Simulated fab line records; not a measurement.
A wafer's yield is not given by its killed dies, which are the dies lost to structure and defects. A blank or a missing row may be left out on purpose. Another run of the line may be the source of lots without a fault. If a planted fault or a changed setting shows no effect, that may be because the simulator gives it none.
Commonality check across tools / flow berkeleyCmos170 / Sampled: 13 lots, 39 wafers

REASON IT WAS OPENED
Flagged at UCB170_CONTACT_CD_MEAS_15: reading cdNm, on 1 of 13 lots. Fault-free wafers read 699.8 nm, with a standard deviation of 1.5.
Rule: a lot is flagged in two cases, either no wafer of it has a number, or all its wafers with numbers fall more than 4 standard deviations from that mean. The other lots count as sound.

lot=L835; measured=day 8 07:26; on=cdSem-02; cdNm (nm), wafer by wafer=699.6 698.9 698.2; flag=
lot=L836; measured=day 8 22:00; on=cdSem-01; cdNm (nm), wafer by wafer=700.1 700.6 698.8; flag=
lot=L837; measured=day 8 22:17; on=cdSem-02; cdNm (nm), wafer by wafer=701.4 701.8 702.0; flag=
lot=L841; measured=day 9 17:50; on=cdSem-02; cdNm (nm), wafer by wafer=697.3 697.3 697.8; flag=
lot=L843; measured=day 9 19:47; on=cdSem-02; cdNm (nm), wafer by wafer=699.9 699.0 699.0; flag=
lot=L844; measured=day 10 00:32; on=cdSem-02; cdNm (nm), wafer by wafer=699.9 700.8 699.6; flag=
lot=L845; measured=day 10 00:39; on=cdSem-01; cdNm (nm), wafer by wafer=702.6 699.8 701.7; flag=
lot=L846; measured=day 10 13:56; on=cdSem-02; cdNm (nm), wafer by wafer=748.5 748.6 749.4; flag=FLAGGED
lot=L849; measured=day 11 06:17; on=cdSem-01; cdNm (nm), wafer by wafer=698.7 697.9 700.0; flag=
lot=L856; measured=day 12 09:26; on=cdSem-02; cdNm (nm), wafer by wafer=697.8 697.3 696.9; flag=
lot=L855; measured=day 12 11:58; on=cdSem-01; cdNm (nm), wafer by wafer=701.3 701.0 701.2; flag=
lot=L858; measured=day 12 20:50; on=cdSem-02; cdNm (nm), wafer by wafer=699.5 700.4 699.2; flag=
lot=L857; measured=day 12 23:26; on=cdSem-02; cdNm (nm), wafer by wafer=701.6 699.5 699.6; flag=
The numbers of the flagged lots are 748.8 nm on average: +49.0 nm against the usual, or +33 standard deviations.

WHICH TOOL EACH LOT WENT THROUGH
The record holds 1 process step before the reading, out of a route of 331 steps. Every cell lists first the tool, next ch and the chambers used by the sampled wafers, and last the start.
lot=L835; flag=; UCB170_CONTACT_EXPOSE_12=krfScanner-01 ch 0, day 8 07:02
lot=L836; flag=; UCB170_CONTACT_EXPOSE_12=krfScanner-01 ch 0, day 8 21:10
lot=L837; flag=; UCB170_CONTACT_EXPOSE_12=krfScanner-01 ch 0, day 8 21:23
lot=L841; flag=; UCB170_CONTACT_EXPOSE_12=krfScanner-01 ch 0, day 9 17:02
lot=L843; flag=; UCB170_CONTACT_EXPOSE_12=krfScanner-02 ch 0, day 9 18:50
lot=L844; flag=; UCB170_CONTACT_EXPOSE_12=krfScanner-01 ch 0, day 10 00:09
lot=L845; flag=; UCB170_CONTACT_EXPOSE_12=krfScanner-01 ch 0, day 10 00:16
lot=L846; flag=FLAGGED; UCB170_CONTACT_EXPOSE_12=krfScanner-01 ch 0, day 10 13:13
lot=L849; flag=; UCB170_CONTACT_EXPOSE_12=krfScanner-01 ch 0, day 11 05:32
lot=L856; flag=; UCB170_CONTACT_EXPOSE_12=krfScanner-02 ch 0, day 12 09:01
lot=L855; flag=; UCB170_CONTACT_EXPOSE_12=krfScanner-02 ch 0, day 12 11:15
lot=L858; flag=; UCB170_CONTACT_EXPOSE_12=krfScanner-01 ch 0, day 12 20:26
lot=L857; flag=; UCB170_CONTACT_EXPOSE_12=krfScanner-02 ch 0, day 12 22:46
What the steps here do:
- UCB170_CONTACT_EXPOSE_12: exposes mask CONT, target cd 700 nm.
- UCB170_CONTACT_CD_MEAS_15: target cd 700 nm.

FLAGGED OVER TOTAL, TOOL BY TOOL (the gauges that took the reading come last)
step=UCB170_CONTACT_EXPOSE_12; tool=krfScanner-01; lots run=9; flagged=1; share of the flagged lots=all; sound lots run after its first flagged lot=2 (L849,L858)
step=UCB170_CONTACT_EXPOSE_12; tool=krfScanner-02; lots run=4; flagged=0; share of the flagged lots=none; sound lots run after its first flagged lot=-
step=UCB170_CONTACT_CD_MEAS_15; tool=cdSem-01; lots run=4; flagged=0; share of the flagged lots=none; sound lots run after its first flagged lot=-
step=UCB170_CONTACT_CD_MEAS_15; tool=cdSem-02; lots run=9; flagged=1; share of the flagged lots=all; sound lots run after its first flagged lot=3 (L856,L858,L857)

WHAT IS ALLOWED BY THE TABLE
krfScanner-01 at UCB170_CONTACT_EXPOSE_12 and cdSem-02 at UCB170_CONTACT_CD_MEAS_15 are the 2 rows of the table that ran each flagged lot.
- krfScanner-01 at UCB170_CONTACT_EXPOSE_12 ran 9 lots, 1 of them flagged. Sound lots followed the first flagged one (L849, L858) on it, something a lasting fault affecting the whole tool could not allow.
- cdSem-02 at UCB170_CONTACT_CD_MEAS_15 ran 9 lots, 1 of them flagged. Sound lots followed the first flagged one (L856, L858, L857) on it, something a lasting fault affecting the whole tool could not allow.
Every row of the table either missed a flagged lot or ran a sound lot after the first.

WHAT THE SIMULATOR PUT IN
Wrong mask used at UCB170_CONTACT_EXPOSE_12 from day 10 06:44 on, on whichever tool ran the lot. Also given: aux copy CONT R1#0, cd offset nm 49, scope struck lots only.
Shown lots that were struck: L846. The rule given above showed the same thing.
